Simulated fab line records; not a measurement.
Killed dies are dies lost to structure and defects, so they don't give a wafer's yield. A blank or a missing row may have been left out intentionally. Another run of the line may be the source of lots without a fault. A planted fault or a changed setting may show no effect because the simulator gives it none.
fab line records -- flow rit_cmos -- part 1 of 2: steps 1 to 29 of 42
record lots=5, wafers=15, last_day=6
route steps=202 shown PSD@151 SDANNEAL@153 NSD@158 PLDD@159 NLDD@160 SILICIDE@161 CONTACT@168 M1@184
lots with no fault: from the same line, run without faults
start_h: start of the lot's first displayed wafer, in hours after the record's first day -- wait_h: how many hours have passed since the lot's step before this one -- " repeats the value in the row above -- L1.1+2: a row that stands for several wafers -- - no value, or no start was given -- * or withheld: withheld -- < > ~ a bound
route shown NAME@n: names a module that has steps shown in the file, with the first one's number in the route -- usual: mean/standard deviation taken from wafers without a fault -- same: alike in all rows -- chamber/n: place in a boat -- sites: per-site readings -- _std_site: how widely they spread, as a standard deviation -- _edge_site: inner sites' mean taken away from outer sites' mean -- radius_mm: for every site, how far away it sits from the centre of the wafer -- mask NAME#n: copy n -- behind: tool/chamber where the wafer was last shaped -- hold: what put the lot on hold/how long, in hours/how the hold closed -- device: the transistor (n, p or np) that didn't switch -- end of line: the same wafers' tests at the end of the route -- a step given without rows: its recipe and nothing more -- killed: dies lost to structure and defects at the first sort, not the wafer's yield -- map: per-die view of a wafer (x killed, . not killed, _ where there is no die)
set.NAME: the run value of the setting; set.NAME@STEP: its run value at that earlier step -- model.NAME: the simulator's own value behind a step, which no gauge read
lots at some steps of the route; a table a step, a row a wafer
services: when a tool's chamber went out of use (start_h, in hours from the record's first day, below 0 if earlier), for how many hours, and the reason
## steps
# step RIT_PSD_STRIP_09
# recipe chemistry=O2, time_s=180, resist=NOVOLAK, platen_temp_c=withheld, power_w=500, pressure_mtorr=4000, o2_flow_sccm=4000
# usual drypump_motor_current_A=5.5/0.56, o2_flow_sccm=4000/11, rf_refl_power_W=7.2/1
lot.wafer,tool,chamber,start_h,wait_h,drypump_motor_current_A,o2_flow_sccm,rf_hours_counter_h,rf_refl_power_W
L074.1,plasma_asher-02,0,50.11,0.1,6.5,3998,41,7.6
L074.3,plasma_asher-02,1,50.11,0.1,5.7,3984,-,8.9
L074.5,plasma_asher-02,1,50.11,0.1,5.7,4019,-,9.2
L082.3,plasma_asher-04,1,90.20,0.1,5.2,4011,-,7.4
L082.4,plasma_asher-04,0,90.20,0.1,4.8,3999,-,7.6
L082.5,plasma_asher-04,0,90.20,0.1,4.8,4014,-,7.8
L085.2,plasma_asher-01,1,104.69,0.1,6.0,4013,46,5.7
L085.4,plasma_asher-01,1,104.69,0.1,6.1,4011,-,5.8
L085.6,plasma_asher-01,0,104.69,0.1,5.1,3995,-,6.6
L087.1,plasma_asher-02,1,117.01,0.1,5.7,4004,49,9.1
L087.2,plasma_asher-02,0,117.01,0.1,6.5,3993,49,8.1
L087.6,plasma_asher-02,0,117.01,0.1,6.5,3986,-,8.0
L091.1,plasma_asher-01,1,137.08,0.1,6.1,4005,50,5.9
L091.4,plasma_asher-01,0,137.08,0.1,5.1,3994,-,6.7
L091.5,plasma_asher-01,1,137.08,0.1,6.1,4003,-,5.8
# step RIT_PSD_TW_MEAS_10
# usual PSD_TW=3486/35
lot.wafer,tool,chamber,start_h,wait_h,PSD_TW
L074.1,film_metro-03,-,50.29,0.1,3542
L074.3,film_metro-03,-,50.29,0.1,3546
L074.5,film_metro-03,-,50.29,0.1,3533
L082.3,film_metro-04,-,90.34,0.1,3498
L082.4,film_metro-04,-,90.34,0.1,3496
L082.5,film_metro-04,-,90.34,0.1,3478
L085.2,film_metro-04,-,104.88,0.1,3466
L085.4,film_metro-04,-,104.88,0.1,3458
L085.6,film_metro-04,-,104.88,0.1,3486
L087.1,film_metro-02,-,117.19,0.1,3432
L087.2,film_metro-02,-,117.19,0.1,3461
L087.6,film_metro-02,-,117.19,0.1,3431
L091.1,film_metro-03,-,137.25,0.1,3534
L091.4,film_metro-03,-,137.25,0.1,3545
L091.5,film_metro-03,-,137.25,0.1,3547
# step RIT_SDANNEAL_CLEAN_00
# recipe chemistry=SC1, mix=3:3:50, time_s=600, temp_c=75
lot.wafer,tool,chamber,start_h,wait_h
L074.1+3+5,wet_bench-01,3,50.35,0.1
L082.3+4+5,wet_bench-01,3,90.38,0.0
L085.2+4+6,wet_bench-04,0,104.93,0.0
L087.1+2+6,wet_bench-01,2,117.25,0.1
L091.1+4+5,wet_bench-02,3,137.31,0.1
# step RIT_SDANNEAL_CLEAN_01
# recipe chemistry=dHF, dilution=50:1, time_s=30
lot.wafer,tool,chamber,start_h,wait_h
L074.1+3+5,wet_bench-04,1,50.52,0.0
L082.3+4+5,wet_bench-04,2,90.57,0.0
L085.2+4+6,wet_bench-04,2,105.12,0.0
L087.1+2+6,wet_bench-04,3,117.42,0.0
L091.1+4+5,wet_bench-01,1,137.49,0.0
# step RIT_SDANNEAL_CLEAN_02
# recipe chemistry=SC2, mix=3:3:50, time_s=600, temp_c=75, dry=n2_spin
lot.wafer,tool,chamber,start_h,wait_h
L074.1+3+5,wet_bench-02,1,50.54,0.0
L082.3+4+5,wet_bench-02,2,90.59,0.0
L085.2+4+6,wet_bench-04,3,105.14,0.0
L087.1+2+6,wet_bench-02,2,117.44,0.0
L091.1+4+5,wet_bench-04,0,137.50,0.0
# step RIT_SDANNEAL_RTA_03
# recipe temp_c=1050, time_s=5, idle_temp_c=600, ramp_up_c_per_s=342, ramp_down_c_per_s=171, cool_to_c=600, ambient=N2
# usual wafer_temp_C_max=1053.6/1.2
lot.wafer,tool,chamber,start_h,wait_h,wafer_temp_C_max
L074.1,rtp_anneal-02,0,50.71,0.0,1052.6
L074.3,rtp_anneal-02,0,50.71,0.0,1052.3
L074.5,rtp_anneal-02,0,50.71,0.0,1054.0
L082.3,rtp_anneal-02,0,90.78,0.0,1052.6
L082.4,rtp_anneal-02,0,90.78,0.0,1053.1
L082.5,rtp_anneal-02,0,90.78,0.0,1053.4
L085.2,rtp_anneal-01,0,105.34,0.0,1054.1
L085.4,rtp_anneal-01,0,105.34,0.0,1054.1
L085.6,rtp_anneal-01,0,105.34,0.0,1055.5
L087.1,rtp_anneal-01,0,117.62,0.0,1053.4
L087.2,rtp_anneal-01,0,117.62,0.0,1054.8
L087.6,rtp_anneal-01,0,117.62,0.0,1052.0
L091.1,rtp_anneal-01,0,137.68,0.0,1054.0
L091.4,rtp_anneal-01,0,137.68,0.0,1054.3
L091.5,rtp_anneal-01,0,137.68,0.0,1053.7
# step RIT_SDANNEAL_RS_MEAS_04
# recipe thk_meas_gauge=four-point-probe
# usual PSD_RS=115.83/0.3
lot.wafer,tool,chamber,start_h,wait_h,PSD_RS[ohm/sq]
L074.1,film_metro-04,-,50.77,0.0,116.00
L074.3,film_metro-04,-,50.77,0.0,115.86
L074.5,film_metro-04,-,50.77,0.0,116.07
L082.3,film_metro-04,-,90.86,0.1,116.32
L082.4,film_metro-04,-,90.86,0.1,115.81
L082.5,film_metro-04,-,90.86,0.1,116.13
L085.2,film_metro-04,-,105.41,0.1,115.77
L085.4,film_metro-04,-,105.41,0.1,115.71
L085.6,film_metro-04,-,105.41,0.1,115.67
L087.1,film_metro-02,-,117.67,0.0,115.69
L087.2,film_metro-02,-,117.67,0.0,115.58
L087.6,film_metro-02,-,117.67,0.0,115.60
L091.1,film_metro-04,-,137.74,0.0,115.66
L091.4,film_metro-04,-,137.74,0.0,115.68
L091.5,film_metro-04,-,137.74,0.0,115.58
# step RIT_SDANNEAL_RS_MEAS_05
# recipe thk_meas_gauge=four-point-probe
# usual NSD_RS=84.43/0.28
lot.wafer,tool,chamber,start_h,wait_h,NSD_RS[ohm/sq]
L074.1,film_metro-04,-,50.89,0.1,84.22
L074.3,film_metro-04,-,50.89,0.1,84.41
L074.5,film_metro-04,-,50.89,0.1,84.46
L082.3,film_metro-04,-,90.98,0.1,84.61
L082.4,film_metro-04,-,90.98,0.1,84.10
L082.5,film_metro-04,-,90.98,0.1,84.41
L085.2,film_metro-04,-,105.53,0.1,84.49
L085.4,film_metro-04,-,105.53,0.1,84.78
L085.6,film_metro-04,-,105.53,0.1,84.56
L087.1,film_metro-02,-,117.79,0.1,84.09
L087.2,film_metro-02,-,117.79,0.1,84.14
L087.6,film_metro-02,-,117.79,0.1,84.24
L091.1,film_metro-04,-,137.86,0.1,84.72
L091.4,film_metro-04,-,137.86,0.1,84.78
L091.5,film_metro-04,-,137.86,0.1,84.73
# step RIT_SDANNEAL_RS_MEAS_06
# recipe thk_meas_gauge=four-point-probe
# usual PLDD_RS=178.4/0.43
lot.wafer,tool,chamber,start_h,wait_h,PLDD_RS[ohm/sq]
L074.1,film_metro-04,-,51.01,0.1,178.1
L074.3,film_metro-04,-,51.01,0.1,177.7
L074.5,film_metro-04,-,51.01,0.1,177.9
L082.3,film_metro-04,-,91.10,0.1,178.8
L082.4,film_metro-04,-,91.10,0.1,179.1
L082.5,film_metro-04,-,91.10,0.1,179.1
L085.2,film_metro-04,-,105.65,0.1,177.8
L085.4,film_metro-04,-,105.65,0.1,178.1
L085.6,film_metro-04,-,105.65,0.1,178.3
L087.1,film_metro-02,-,117.91,0.1,178.9
L087.2,film_metro-02,-,117.91,0.1,178.7
L087.6,film_metro-02,-,117.91,0.1,178.6
L091.1,film_metro-04,-,137.98,0.1,179.0
L091.4,film_metro-04,-,137.98,0.1,178.9
L091.5,film_metro-04,-,137.98,0.1,178.3
# step RIT_SDANNEAL_RS_MEAS_07
# recipe thk_meas_gauge=four-point-probe
# usual NLDD_RS=151.4/0.51
lot.wafer,tool,chamber,start_h,wait_h,NLDD_RS[ohm/sq]
L074.1,film_metro-04,-,51.13,0.1,151.2
L074.3,film_metro-04,-,51.13,0.1,151.2
L074.5,film_metro-04,-,51.13,0.1,150.9
L082.3,film_metro-04,-,91.22,0.1,151.0
L082.4,film_metro-04,-,91.22,0.1,150.7
L082.5,film_metro-04,-,91.22,0.1,151.3
L085.2,film_metro-04,-,105.77,0.1,150.7
L085.4,film_metro-04,-,105.77,0.1,151.4
L085.6,film_metro-04,-,105.77,0.1,151.1
L087.1,film_metro-02,-,118.03,0.1,151.1
L087.2,film_metro-02,-,118.03,0.1,151.0
L087.6,film_metro-02,-,118.03,0.1,151.5
L091.1,film_metro-04,-,138.10,0.1,150.8
L091.4,film_metro-04,-,138.10,0.1,151.4
L091.5,film_metro-04,-,138.10,0.1,150.9
# step RIT_SILICIDE_WET_ETCH_00
# recipe chemistry=BOE, target=SiO2, target_depth_nm=14, time_s=15, dry=n2_spin, dilution=10:1, temp_c=21.5
lot.wafer,tool,chamber,start_h,wait_h
L074.1+3+5,wet_bench-03,2,51.25,0.1
L082.3+4+5,wet_bench-04,1,91.32,0.1
L085.2+4+6,wet_bench-01,1,105.87,0.1
L087.1+2+6,wet_bench-04,0,118.15,0.1
L091.1+4+5,wet_bench-01,2,138.22,0.1
# step RIT_SILICIDE_SPUTTER_01
# recipe material=Ti, target_thk_nm=30, power_w=350, chamber_pressure_pa=0.667, gas=Ar, time_s=240, substrate_temp_c=25
# usual throttle_valve_pct=30.2/0.93
lot.wafer,tool,chamber,start_h,wait_h,throttle_valve_pct
L074.1,pvd_sputter-03,-,51.27,0.0,31.4
L074.3,pvd_sputter-03,-,51.27,0.0,30.2
L074.5,pvd_sputter-03,-,51.27,0.0,30.3
L082.3,pvd_sputter-01,-,91.33,0.0,29.6
L082.4,pvd_sputter-01,-,91.33,0.0,29.6
L082.5,pvd_sputter-01,-,91.33,0.0,31.4
L085.2,pvd_sputter-04,-,105.90,0.0,28.6
L085.4,pvd_sputter-04,-,105.90,0.0,31.3
L085.6,pvd_sputter-04,-,105.90,0.0,29.5
L087.1,pvd_sputter-03,-,118.17,0.0,30.0
L087.2,pvd_sputter-03,-,118.17,0.0,30.6
L087.6,pvd_sputter-03,-,118.17,0.0,30.7
L091.1,pvd_sputter-03,-,138.23,0.0,31.4
L091.4,pvd_sputter-03,-,138.23,0.0,30.0
L091.5,pvd_sputter-03,-,138.23,0.0,30.7
# step RIT_SILICIDE_RS_MEAS_02
# recipe thk_meas_gauge=four-point-probe, reads=Ti_of_SILICIDE_SPUTTER_01
# usual SILICIDE_TI_RS=47.8/0.6
lot.wafer,tool,chamber,start_h,wait_h,SILICIDE_TI_RS[ohm/sq]
L074.1,film_metro-03,-,51.42,0.1,47.7
L074.3,film_metro-03,-,51.42,0.1,46.8
L074.5,film_metro-03,-,51.42,0.1,47.3
L082.3,film_metro-01,-,91.52,0.1,48.9
L082.4,film_metro-01,-,91.52,0.1,48.9
L082.5,film_metro-01,-,91.52,0.1,48.3
L085.2,film_metro-03,-,106.07,0.1,47.5
L085.4,film_metro-03,-,106.07,0.1,48.1
L085.6,film_metro-03,-,106.07,0.1,48.6
L087.1,film_metro-01,-,118.32,0.1,46.6
L087.2,film_metro-01,-,118.32,0.1,47.1
L087.6,film_metro-01,-,118.32,0.1,47.3
L091.1,film_metro-02,-,138.38,0.1,48.1
L091.4,film_metro-02,-,138.38,0.1,46.9
L091.5,film_metro-02,-,138.38,0.1,47.5
# step RIT_SILICIDE_THK_MEAS_03
# recipe thk_meas_gauge=xrf, reads=Ti_of_SILICIDE_SPUTTER_01
# usual SILICIDE_TI_THK=29.9/0.31
lot.wafer,tool,chamber,start_h,wait_h,SILICIDE_TI_THK[nm]
L074.1,film_metro-03,-,51.54,0.1,29.9
L074.3,film_metro-03,-,51.54,0.1,30.1
L074.5,film_metro-03,-,51.54,0.1,30.1
L082.3,film_metro-01,-,91.62,0.1,29.5
L082.4,film_metro-01,-,91.62,0.1,29.4
L082.5,film_metro-01,-,91.62,0.1,29.8
L085.2,film_metro-03,-,106.18,0.1,29.9
L085.4,film_metro-03,-,106.18,0.1,29.6
L085.6,film_metro-03,-,106.18,0.1,29.4
L087.1,film_metro-01,-,118.44,0.1,30.7
L087.2,film_metro-01,-,118.44,0.1,30.4
L087.6,film_metro-01,-,118.44,0.1,30.3
L091.1,film_metro-02,-,138.50,0.1,29.6
L091.4,film_metro-02,-,138.50,0.1,30.1
L091.5,film_metro-02,-,138.50,0.1,29.9
# step RIT_SILICIDE_RTA_04
# recipe temp_c=650, time_s=10, idle_temp_c=25, ramp_up_s=5, ramp_down_s=5, cool_to_c=25, ambient=N2
# usual wafer_temp_C_max=652.5/0.71
lot.wafer,tool,chamber,start_h,wait_h,wafer_temp_C_max
L074.1,rtp_anneal-01,0,51.60,0.1,652.1
L074.3,rtp_anneal-01,0,51.60,0.1,653.3
L074.5,rtp_anneal-01,0,51.60,0.1,652.6
L082.3,rtp_anneal-01,0,91.69,0.1,652.6
L082.4,rtp_anneal-01,0,91.69,0.1,652.0
L082.5,rtp_anneal-01,0,91.69,0.1,652.3
L085.2,rtp_anneal-02,0,106.24,0.1,651.3
L085.4,rtp_anneal-02,0,106.24,0.1,651.4
L085.6,rtp_anneal-02,0,106.24,0.1,651.9
L087.1,rtp_anneal-02,0,118.50,0.1,652.0
L087.2,rtp_anneal-02,0,118.50,0.1,651.8
L087.6,rtp_anneal-02,0,118.50,0.1,652.5
L091.1,rtp_anneal-02,0,138.56,0.1,653.1
L091.4,rtp_anneal-02,0,138.56,0.1,651.9
L091.5,rtp_anneal-02,0,138.56,0.1,652.4
# step RIT_SILICIDE_WET_ETCH_05
# recipe chemistry=SPM, target=Ti, temp_c=90, time_s=120, dry=n2_spin
lot.wafer,tool,chamber,start_h,wait_h
L074.1+3+5,wet_bench-01,0,51.66,0.1
L082.3+4+5,wet_bench-04,0,91.73,0.0
L085.2+4+6,wet_bench-01,3,106.29,0.0
L087.1+2+6,wet_bench-01,1,118.56,0.1
L091.1+4+5,wet_bench-04,1,138.63,0.1
# step RIT_SILICIDE_RTA_06
# recipe temp_c=750, time_s=10, idle_temp_c=25, ramp_up_s=5, ramp_down_s=10, cool_to_c=25, ambient=N2
# usual wafer_temp_C_max=752.9/0.72
lot.wafer,tool,chamber,start_h,wait_h,wafer_temp_C_max
L074.1,rtp_anneal-02,0,51.70,0.0,752.7
L074.3,rtp_anneal-02,0,51.70,0.0,752.1
L074.5,rtp_anneal-02,0,51.70,0.0,752.3
L082.3,rtp_anneal-02,0,91.79,0.0,752.4
L082.4,rtp_anneal-02,0,91.79,0.0,752.4
L082.5,rtp_anneal-02,0,91.79,0.0,752.4
L085.2,rtp_anneal-01,0,106.35,0.0,753.5
L085.4,rtp_anneal-01,0,106.35,0.0,753.9
L085.6,rtp_anneal-01,0,106.35,0.0,753.3
L087.1,rtp_anneal-01,0,118.60,0.0,752.6
L087.2,rtp_anneal-01,0,118.60,0.0,753.5
L087.6,rtp_anneal-01,0,118.60,0.0,754.0
L091.1,rtp_anneal-01,0,138.67,0.0,753.2
L091.4,rtp_anneal-01,0,138.67,0.0,753.2
L091.5,rtp_anneal-01,0,138.67,0.0,754.0
# step RIT_CONTACT_CVD_00
# recipe material=SiO2, target_thk_nm=400, precursor=TEOS, temp_c=390, time_s=61, rf_w=400
# usual heater_power_w=318/45, rf_fwd_power_W=396.6/1.5
lot.wafer,tool,chamber,start_h,wait_h,heater_power_w,rf_fwd_power_W
L074.1,pecvd-01,2,51.77,0.1,256,395.7
L074.3,pecvd-01,1,51.77,0.1,358,396.8
L074.5,pecvd-01,2,51.77,0.1,276,395.6
L082.3,pecvd-04,1,91.84,0.0,241,397.3
L082.4,pecvd-04,0,91.84,0.0,289,398.7
L082.5,pecvd-04,2,91.84,0.0,289,398.7
L085.2,pecvd-04,0,106.40,0.0,311,395.1
L085.4,pecvd-04,0,106.40,0.0,314,394.1
L085.6,pecvd-04,2,106.40,0.0,321,397.4
L087.1,pecvd-02,0,118.67,0.1,303,394.7
L087.2,pecvd-02,2,118.67,0.1,340,397.7
L087.6,pecvd-02,0,118.67,0.1,291,394.1
L091.1,pecvd-04,1,138.73,0.1,320,394.9
L091.4,pecvd-04,0,138.73,0.1,253,395.9
L091.5,pecvd-04,1,138.73,0.1,239,396.6
# step RIT_CONTACT_THK_MEAS_01
# recipe reads=SiO2_of_CONTACT_CVD_00
# usual CONTACT_TEOS_THK=400/4.7
lot.wafer,tool,chamber,start_h,wait_h,CONTACT_TEOS_THK[nm]
L074.1,film_metro-04,-,51.82,0.0,399
L074.3,film_metro-04,-,51.82,0.0,397
L074.5,film_metro-04,-,51.82,0.0,399
L082.3,film_metro-02,-,91.91,0.0,395
L082.4,film_metro-02,-,91.91,0.0,406
L082.5,film_metro-02,-,91.91,0.0,400
L085.2,film_metro-02,-,106.46,0.0,392
L085.4,film_metro-02,-,106.46,0.0,401
L085.6,film_metro-02,-,106.46,0.0,399
L087.1,film_metro-04,-,118.72,0.0,395
L087.2,film_metro-04,-,118.72,0.0,398
L087.6,film_metro-04,-,118.72,0.0,401
L091.1,film_metro-02,-,138.78,0.0,396
L091.4,film_metro-02,-,138.78,0.0,405
L091.5,film_metro-02,-,138.78,0.0,403
# step RIT_CONTACT_HMDS_02
# recipe prime_time_s=60, prime_temp_c=140
lot.wafer,tool,chamber,start_h,wait_h
L074.1+3+5,litho_track-02,0,52.00,0.2
L082.3+4+5,litho_track-04,0,92.00,0.1
L085.2+4+6,litho_track-01,0,106.54,0.1
L087.1+2+6,litho_track-04,0,118.78,0.1
L091.1+4+5,litho_track-01,0,138.84,0.1
# step RIT_CONTACT_COAT_03
# recipe resist=NOVOLAK, spin_rpm=3250, resist_thk_nm=1000
lot.wafer,tool,chamber,start_h,wait_h
L074.1+3+5,litho_track-02,0,52.15,0.1
L082.3+4+5,litho_track-04,0,92.15,0.1
L085.2+4+6,litho_track-01,0,106.69,0.1
L087.1+2+6,litho_track-04,0,118.93,0.1
L091.1+4+5,litho_track-01,0,138.99,0.1
# step RIT_CONTACT_SOFTBAKE_04
# recipe resist=NOVOLAK, temp_c=90, time_s=60
lot.wafer,tool,chamber,start_h,wait_h
L074.1+3+5,litho_track-02,0,52.30,0.1
L082.3+4+5,litho_track-04,0,92.30,0.1
L085.2+4+6,litho_track-01,0,106.84,0.1
L087.1+2+6,litho_track-04,0,119.08,0.1
L091.1+4+5,litho_track-01,0,139.14,0.1
# step RIT_CONTACT_EXPOSE_05
# recipe mask_id=M11, na=0.6, source_shape=conventional, sigma_outer=0.5, target_cd_nm=1000, dose_mj=250
# usual focus_offset_nm=0.0/0.53
# same sigma_outer=0.5
lot.wafer,tool,chamber,start_h,wait_h,mask,focus_offset_nm
L074.1,iline_stepper-01,0,52.45,0.1,M11#0,-1.1
L074.3,iline_stepper-01,0,52.45,0.1,M11#0,-0.2
L074.5,iline_stepper-01,0,52.45,0.1,M11#0,0.3
L082.3,iline_stepper-02,0,92.44,0.1,M11#0,-0.4
L082.4,iline_stepper-02,0,92.44,0.1,M11#0,0.2
L082.5,iline_stepper-02,0,92.44,0.1,M11#0,0.2
L085.2,iline_stepper-02,0,107.11,0.2,M11#0,0.1
L085.4,iline_stepper-02,0,107.11,0.2,M11#0,-0.3
L085.6,iline_stepper-02,0,107.11,0.2,M11#0,-0.5
L087.1,iline_stepper-02,0,119.36,0.2,M11#0,-0.1
L087.2,iline_stepper-02,0,119.36,0.2,M11#0,0.1
L087.6,iline_stepper-02,0,119.36,0.2,M11#0,0.4
L091.1,iline_stepper-01,0,139.29,0.1,M11#0,0.3
L091.4,iline_stepper-01,0,139.29,0.1,M11#0,-0.7
L091.5,iline_stepper-01,0,139.29,0.1,M11#0,-0.6
# step RIT_CONTACT_PEB_06
# recipe resist=NOVOLAK, temp_c=withheld, time_s=withheld
lot.wafer,tool,chamber,start_h,wait_h
L074.1+3+5,litho_track-02,0,52.57,0.1
L082.3+4+5,litho_track-01,0,92.57,0.1
L085.2+4+6,litho_track-01,0,107.23,0.1
L087.1+2+6,litho_track-01,0,119.47,0.1
L091.1+4+5,litho_track-01,0,139.41,0.1
# step RIT_CONTACT_DEVELOP_07
# recipe resist=NOVOLAK, develop_time_s=120, dev_temp_c=23
lot.wafer,tool,chamber,start_h,wait_h
L074.1+3+5,litho_track-02,0,-,-
L082.3+4+5,litho_track-01,0,-,-
L085.2+4+6,litho_track-01,0,-,-
L087.1+2+6,litho_track-01,0,-,-
L091.1+4+5,litho_track-01,0,-,-
# step RIT_CONTACT_CD_MEAS_08
# recipe target_cd_nm=1000
# usual cd_nm=1000.1/2.3
lot.wafer,tool,chamber,start_h,wait_h,cd_nm
L074.1,cd_sem-02,-,52.97,-,1001.5
L074.3,cd_sem-02,-,52.97,-,1000.3
L074.5,cd_sem-02,-,52.97,-,999.7
L082.3,cd_sem-01,-,92.96,-,996.7
L082.4,cd_sem-01,-,92.96,-,997.3
L082.5,cd_sem-01,-,92.96,-,994.5
L085.2,cd_sem-02,-,107.63,-,1000.4
L085.4,cd_sem-02,-,107.63,-,1001.0
L085.6,cd_sem-02,-,107.63,-,998.3
L087.1,cd_sem-02,-,119.87,-,998.9
L087.2,cd_sem-02,-,119.87,-,1000.7
L087.6,cd_sem-02,-,119.87,-,1001.1
L091.1,cd_sem-02,-,139.81,-,999.7
L091.4,cd_sem-02,-,139.81,-,1002.1
L091.5,cd_sem-02,-,139.81,-,1003.0
# step RIT_CONTACT_OVL_MEAS_09
# usual CONTACT_OVL=0.1/1.2
lot.wafer,tool,chamber,start_h,wait_h,CONTACT_OVL[nm]
L074.1,overlay-02,-,53.09,0.1,-0.5
L074.3,overlay-02,-,53.09,0.1,0.6
L074.5,overlay-02,-,53.09,0.1,1.2
L082.3,overlay-02,-,93.05,0.1,-1.2
L082.4,overlay-02,-,93.05,0.1,-1.5
L082.5,overlay-02,-,93.05,0.1,-0.3
L085.2,overlay-02,-,107.73,0.1,0.2
L085.4,overlay-02,-,107.73,0.1,-0.9
L085.6,overlay-02,-,107.73,0.1,-0.8
L087.1,overlay-02,-,119.99,0.1,-1.2
L087.2,overlay-02,-,119.99,0.1,0.7
L087.6,overlay-02,-,119.99,0.1,0.9
L091.1,overlay-01,-,139.93,0.1,0.0
L091.4,overlay-01,-,139.93,0.1,1.2
L091.5,overlay-01,-,139.93,0.1,0.8
# step RIT_CONTACT_HARDBAKE_10
# recipe resist=NOVOLAK, temp_c=140, time_s=60
lot.wafer,tool,chamber,start_h,wait_h
L074.1+3+5,litho_track-01,0,53.13,0.0
L082.3+4+5,litho_track-02,0,93.12,0.1
L085.2+4+6,litho_track-01,0,107.79,0.0
L087.1+2+6,litho_track-02,0,120.03,0.0
L091.1+4+5,litho_track-02,0,140.25,0.3
# step RIT_CONTACT_ETCH_11
# recipe target_depth_a=4800, over_etch_frac=0.2, stop_on=TiSi2, chemistry=CHF3/CF4/Ar, target=SiO2, CHF3_flow_sccm=50, cf4_flow_sccm=10, Ar_flow_sccm=100, O2_flow_sccm=5, pressure_mtorr=100, rf_w=200, time_s=320
# usual cf4_flow_sccm=10.00/0.031, drypump_motor_current_A=5.8/0.38, oes_product_au=0.990/0.015, rf_fwd_power_W=199.5/0.62, throttle_valve_pct=8.87/0.14
lot.wafer,tool,chamber,start_h,wait_h,cf4_flow_sccm,drypump_motor_current_A,oes_product_au,rf_fwd_power_W,rf_hours_counter_h,throttle_valve_pct
L074.1,rie_diel-04,3,53.28,0.1,9.97,6.1,0.981,198.8,114,8.98
L074.3,rie_diel-04,0,53.28,0.1,9.97,6.0,0.963,199.5,122,8.69
L074.5,rie_diel-04,1,53.28,0.1,10.05,5.7,1.002,199.2,-,8.74
L082.3,rie_diel-03,1,93.22,0.1,9.98,5.4,0.994,198.8,2,9.08
L082.4,rie_diel-03,2,93.22,0.1,9.98,5.7,0.996,198.0,31,8.92
L082.5,rie_diel-03,0,93.22,0.1,9.93,5.9,1.005,198.8,-,8.87
L085.2,rie_diel-01,0,107.91,0.1,10.03,6.6,0.975,198.3,72,8.92
L085.4,rie_diel-01,0,107.91,0.1,10.02,6.6,0.977,198.5,-,8.92
L085.6,rie_diel-01,3,107.91,0.1,10.01,5.2,0.975,198.8,-,8.73
L087.1,rie_diel-03,1,120.18,0.1,10.04,5.4,0.994,199.4,2,9.09
L087.2,rie_diel-03,0,120.18,0.1,10.04,5.8,1.003,200.6,109,8.87
L087.6,rie_diel-03,1,120.18,0.1,9.99,5.3,0.990,199.3,-,9.10
L091.1,rie_diel-01,3,140.40,0.1,10.01,5.1,0.977,199.5,3,8.75
L091.4,rie_diel-01,2,140.40,0.1,9.97,5.7,0.991,200.2,1,8.60
L091.5,rie_diel-01,1,140.40,0.1,10.01,5.2,0.991,199.1,-,8.80
